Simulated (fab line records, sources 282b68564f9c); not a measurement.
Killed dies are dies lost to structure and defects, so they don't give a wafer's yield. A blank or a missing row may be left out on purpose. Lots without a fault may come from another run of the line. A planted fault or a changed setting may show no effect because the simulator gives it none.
A struck lot beside a sound one | flow rit_cmos | 44 steps out of a route of 202
Sound: wafers L836.1, L836.5, L836.6. Struck: wafers L849.2, L849.3, L849.4. The cause comes at the end.
At each step with rows: each side's tool, then ch and its chambers, then its first start. Under that, the readings that differ: sound wafers | struck wafers | difference of the means | sigmas: that difference in standard deviations of wafers without a fault.
alike: readings whose means differ by less than 2 such deviations, and words and numbers that are the same on both sides. not compared: withheld readings, readings that some wafer has no value for, bounds like >300 that may hide the same value, and numbers for which the record gives no deviation and whose values overlap.
The two part at a step that has a row with sigmas, a row that says differs or no value, or rows on one side only. Numbers that don't overlap but have no deviation are shown without sigmas and don't part them. A reading that every wafer of one side lacks parts them only if that side has two wafers or more.

first, 4 steps without rows for these wafers: RIT_PLDD_SOFTBAKE_02 (time 60 s); RIT_PLDD_EXPOSE_03 (exposes mask M8, target cd 40900 nm); RIT_PLDD_PEB_04; RIT_PLDD_DEVELOP_05 (develop time 50 s).
RIT_PLDD_OVL_MEAS_06:
  sound on overlay-02, day 3 13:04; struck on overlay-02, day 6 04:05
  alike: PLDD_OVL
then, 2 steps without rows for these wafers: RIT_PLDD_HARDBAKE_07 (time 60 s); RIT_PLDD_IMPLANT_08.
RIT_PLDD_STRIP_09: strips in O2, time 180 s.
  sound on plasma_asher-04 ch 0,1, day 3 13:24; struck on plasma_asher-03 ch 0,1, day 6 04:25
  alike: chamber_pressure_mTorr, drypump_motor_current_A
  not compared: rf_hours_counter_h
RIT_PLDD_TW_MEAS_10:
  sound on film_metro-02, day 3 13:35; struck on film_metro-03, day 6 04:36
  alike: PLDD_TW
then, 3 steps without rows for these wafers: RIT_SPACER_CLEAN_00 (cleans in SC1, time 600 s); RIT_SPACER_CLEAN_01 (cleans in dHF, time 30 s); RIT_SPACER_CLEAN_02 (cleans in SC2, time 600 s).
RIT_SPACER_CVD_03: deposits Si3N4 from SiH2Cl2/NH3, target thk 250 nm, time 3226 s.
  sound on lpcvd-01 ch 1, day 3 14:00; struck on lpcvd-01 ch 0, day 6 05:32
  reading                                  | sound             | struck            | difference | sigmas
  sih2cl2_flow_sccm (sccm)                 | 59.87 60.03 60.24 | 72.24 72.28 72.15 | +12.18     | +72
  model.Si3N4_of_SPACER_CVD_03.thk_nm (nm) | 243.2 243.1 244.9 | 258.9 261.1 259.3 | +16.0      |
  alike: spike_tc_load_C
RIT_SPACER_THK_MEAS_04:
  sound on film_metro-02, day 3 15:55; struck on film_metro-02, day 6 07:27
  reading                 | sound             | struck            | difference | sigmas
  SPACER_NITRIDE_THK (nm) | 243.3 243.1 244.9 | 259.0 261.0 259.1 | +15.9      | +9
RIT_SPACER_ETCHBACK_05: etches Si3N4 in SF6/CHF3, stops on SiO2, target depth 250 nm, time 240 s.
  sound on rie_diel-03 ch 1,2, day 3 15:59; struck on rie_diel-01 ch 0,2,3, day 6 07:30
  reading                     | sound             | struck            | difference | sigmas
  drypump_motor_current_A (A) | 4.95 5.89 4.97    | 5.84 5.99 6.07    | +0.70      | +3
  oes_product_au (a.u.)       | 0.811 0.850 0.812 | 0.858 0.860 0.859 | +0.035     | +2
  model.etch.depth_nm (nm)    | 243.2 243.1 244.9 | 258.9 261.1 259.3 | +16.0      |
  alike: CHF3_flow_sccm, chamber_pressure_mTorr, throttle_valve_pct
  not compared: rf_hours_counter_h
then, 2 steps without rows for these wafers: RIT_NSD_HMDS_00 (prime time 60 s); RIT_NSD_COAT_01 (resist thk 1000 nm).
RIT_NSD_SOFTBAKE_02: time 60.96 s.
  sound on litho_track-01 ch 0, day 3 16:26; struck on litho_track-03 ch 0, day 6 07:59
  alike: exhaust_pa, plate_sensor_t_centre_C, plate_sensor_t_edge_C
then, 3 steps without rows for these wafers: RIT_NSD_EXPOSE_03 (exposes mask M9, target cd 40700 nm); RIT_NSD_PEB_04; RIT_NSD_DEVELOP_05 (develop time 50 s).
RIT_NSD_OVL_MEAS_06:
  sound on overlay-02, day 3 16:59; struck on overlay-01, day 6 08:38
  alike: NSD_OVL
then, 2 steps without rows for these wafers: RIT_NSD_HARDBAKE_07 (time 60 s); RIT_NSD_IMPLANT_08.
RIT_NSD_STRIP_09: strips in O2, time 180 s.
  sound on plasma_asher-02 ch 0,1, day 3 17:19; struck on plasma_asher-02 ch 0,1, day 6 09:04
  alike: chamber_pressure_mTorr, drypump_motor_current_A
  not compared: rf_hours_counter_h
RIT_NSD_TW_MEAS_10:
  sound on film_metro-02, day 3 17:29; struck on film_metro-02, day 6 09:16
  alike: NSD_TW
then, 6 steps without rows for these wafers: RIT_PSD_HMDS_00 (prime time 60 s); RIT_PSD_COAT_01 (resist thk 1000 nm); RIT_PSD_SOFTBAKE_02 (time 60 s); RIT_PSD_EXPOSE_03 (exposes mask M10, target cd 40900 nm); RIT_PSD_PEB_04; RIT_PSD_DEVELOP_05 (develop time 50 s).
RIT_PSD_OVL_MEAS_06:
  sound on overlay-02, day 3 18:36; struck on overlay-01, day 6 10:17
  alike: PSD_OVL
then, 2 steps without rows for these wafers: RIT_PSD_HARDBAKE_07 (time 60 s); RIT_PSD_IMPLANT_08.
RIT_PSD_STRIP_09: strips in O2, time 180 s.
  sound on plasma_asher-04 ch 0,1, day 3 18:56; struck on plasma_asher-02 ch 0,1, day 6 10:37
  alike: chamber_pressure_mTorr, drypump_motor_current_A
  not compared: rf_hours_counter_h
RIT_PSD_TW_MEAS_10:
  sound on film_metro-03, day 3 19:07; struck on film_metro-01, day 6 10:48
  alike: PSD_TW
then, 3 steps without rows for these wafers: RIT_SDANNEAL_CLEAN_00 (cleans in SC1, time 600 s); RIT_SDANNEAL_CLEAN_01 (cleans in dHF, time 30 s); RIT_SDANNEAL_CLEAN_02 (cleans in SC2, time 600 s).
RIT_SDANNEAL_RTA_03: time 5 s.
  sound on rtp_anneal-02 ch 0, day 3 19:34; struck on rtp_anneal-01 ch 0, day 6 11:29
  alike: anneal_temp_c_max, wafer_temp_C_max
RIT_SDANNEAL_RS_MEAS_04: measures by four-point-probe.
  sound on film_metro-02, day 3 19:38; struck on film_metro-02, day 6 11:33
  alike: PSD_RS
RIT_SILICIDE_WET_ETCH_00: etches SiO2 in BOE, target depth 14 nm, time 15 s.
  sound on wet_bench-03 ch 1, day 3 20:07; struck on wet_bench-04 ch 0, day 6 12:01
  reading                                  | sound             | struck          | difference | sigmas
  model.Si3N4_of_SPACER_CVD_03.thk_nm (nm) | 189.8 189.9 191.5 | 202 204.5 204.1 | +13        |
RIT_M1_PROBE_99:
  sound on prober-02, day 4 03:14; struck on prober-02, day 6 19:47
  reading                                 | sound             | struck            | difference | sigmas
  model.etest.pplus_sal.width_nm (nm)     | 3419 3433 3434    | 3403 3416 3395    | -24        |
  model.etest.nwell_pinched.rs_ohm_sq     | 340.5 339.4 339.1 | 332.1 328.8 324.4 | -11.2      |
  model.etest.nmos_0p15.tox_inv_nm (nm)   | 4.404 4.453 4.439 | 4.579 4.662 4.653 | +0.199     |
  model.etest.diode_nplus_comb.cj_ff_um2  | 2.659 2.664 2.644 | 2.606 2.554 2.534 | -0.091     |
  model.etest.diode_nplus_pwell.cj_ff_um2 | 2.088 2.092 2.087 | 2.064 2.054 2.029 | -0.040     |
  alike: killed_at_contacts, killed_at_front_end, killed_dies, killed_open, killed_short
  not compared: model.etest.nplus_sal.width_nm, model.etest.pwell_pinched.rs_ohm_sq

WHERE THEY PART
First at RIT_SPACER_CVD_03; last, within this record, at RIT_SPACER_ETCHBACK_05. Later steps at which nothing parts them and some readings are alike: RIT_NSD_SOFTBAKE_02, RIT_NSD_OVL_MEAS_06, RIT_NSD_STRIP_09, RIT_NSD_TW_MEAS_10, RIT_PSD_OVL_MEAS_06, RIT_PSD_STRIP_09, RIT_PSD_TW_MEAS_10, RIT_SDANNEAL_RTA_03, RIT_SDANNEAL_RS_MEAS_04, RIT_M1_PROBE_99.

WHY: what the simulator had put in
Process parameter drift: lpcvd-01, from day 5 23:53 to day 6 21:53, at RIT_SPACER_CVD_03. Setting sih2cl2_flow_sccm, moved by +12, from 60. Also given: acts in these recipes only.
